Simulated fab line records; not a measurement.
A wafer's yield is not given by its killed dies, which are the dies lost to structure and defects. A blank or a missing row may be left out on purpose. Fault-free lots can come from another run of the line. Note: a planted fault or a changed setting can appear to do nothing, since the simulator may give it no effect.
Comparing a struck lot with a sound one :: flow berkeley_cmos170 :: 17 steps out of a route of 331
Sound: these wafers, L120.1, L120.4, L120.6. Wafers L129.2, L129.4, L129.5 were the ones struck. Last of all comes the cause.
Per side, at each step with rows, come the tool, then ch with its chambers, and then its first start. Under that, the readings that differ: sound wafers :: struck wafers :: difference of the means :: sigmas: that difference in standard deviations of wafers without a fault.
alike: words and numbers the same on both sides, and readings whose means are apart by under 2 such deviations; not compared: readings that were withheld, readings missing a value for some wafer, numbers with overlapping values and no deviation given by the record, and bounds like >300 which may hide the same value.
Wherever a step has rows on one side only, a row that says differs or no value, or a row with sigmas, the two part there. Non-overlapping numbers with no deviation appear without sigmas and do not part them. Lack of a reading on every wafer of one side parts them only where that side has two or more wafers.

first, 2 steps without rows for these wafers: UCB170_M3_COAT_05 (resist thk 900 nm); UCB170_M3_SOFTBAKE_06 (time 60 s).
UCB170_M3_STRIP_07: strips in O2.
  sound on plasma_asher-04 ch 0,1, day 9 13:02; struck on plasma_asher-04 ch 0,1, day 11 10:24
  alike: drypump_motor_current_A, o2_flow_sccm, oes_product_au, strip_time_to_endpoint_s
  not compared: rf_hours_counter_h
then, 5 steps without rows for these wafers: UCB170_M3_STRIP_08 (strips KrF in DMSO, time 600 s); UCB170_M3_COAT_09; UCB170_M3_COAT_10 (resist thk 900 nm); UCB170_M3_SOFTBAKE_11 (time 60 s); UCB170_M3_EXPOSE_12 (exposes mask METAL3, target cd 700 nm).
UCB170_M3_PEB_13:
  sound on litho_track-01 ch 0, day 9 15:16; struck on litho_track-01 ch 0, day 11 12:29
  alike: plate_sensor_t_centre_C, plate_sensor_t_edge_C
then, 1 step without rows for these wafers: UCB170_M3_DEVELOP_14 (develop time 45 s).
UCB170_M3_CD_MEAS_15 targets a cd of 700 nm.
  sound on cd_sem-01 at day 9 15:32; struck on cd_sem-01 at day 11 12:45
  alike: cd_nm
UCB170_M3_OVL_MEAS_16:
  sound on overlay-01 at day 9 15:40; struck on overlay-02 at day 11 12:51
  alike: M3_OVL
UCB170_M3_ETCH_17: etches BARC in N2/H2.
  sound on rie_diel-04 ch 2,3, day 9 15:41; struck on rie_diel-04 ch 1,2, day 11 12:53
  no value came back on the struck wafers for any of 6 readings (bias_w (W), chamber_pressure_mTorr (mTorr) and others); on the sound wafers bias_w (W) reads 99.57 99.90 99.67
UCB170_M3_METAL_ETCH_18: etches Al in Cl2/BCl3, stops on SiO2, target depth 1170 nm, time 195 s.
  sound on rie_metal-02 ch 0, day 9 15:44; struck on rie_metal-02 ch 1, day 11 12:56
reading: drypump_motor_current_A (A)
sound: 5.3 5.4 5.3
struck: 6.2 6.2 6.2
difference: +0.9
sigmas: +3

reading: oes_product_au (a.u.)
sound: 0.882 0.883 0.886
struck: 0.386 0.394 0.387
difference: -0.495
sigmas: -27

reading: throttle_valve_pct (%)
sound: 24.25 24.25 24.26
struck: 24.75 24.74 24.76
difference: +0.50
sigmas: +3
  alike: bcl3_flow_sccm, bias_w, he_backside_leak_sccm, rf_fwd_power_W
  not compared: rf_hours_counter_h
UCB170_M3_STRIP_19: strips in O2.
  sound on plasma_asher-01 ch 0,1, day 9 16:07; struck on plasma_asher-04 ch 0, day 11 13:07
  alike: drypump_motor_current_A, o2_flow_sccm, oes_product_au
  not compared: rf_hours_counter_h
UCB170_M3_CD_MEAS_90 targets a cd of 700 nm.
  sound on cd_sem-01 at day 9 16:14; struck on cd_sem-02 at day 11 13:14
reading: cd_nm (nm)
sound: 703.0 705.4 704.3
struck: - - -
difference: no value on the struck wafers
sigmas: 
UCB170_M3_BOW_MEAS_20:
  sound on film_metro-02 at day 9 16:22; struck on film_metro-04 at day 11 13:21
  alike: M3_BOW

## WHERE THEY PART
Earliest at UCB170_M3_ETCH_17; latest, in this record, at UCB170_M3_CD_MEAS_90. Later steps at which nothing parts them and some readings are alike: UCB170_M3_BOW_MEAS_20.

WHY: what had been put in by the simulator
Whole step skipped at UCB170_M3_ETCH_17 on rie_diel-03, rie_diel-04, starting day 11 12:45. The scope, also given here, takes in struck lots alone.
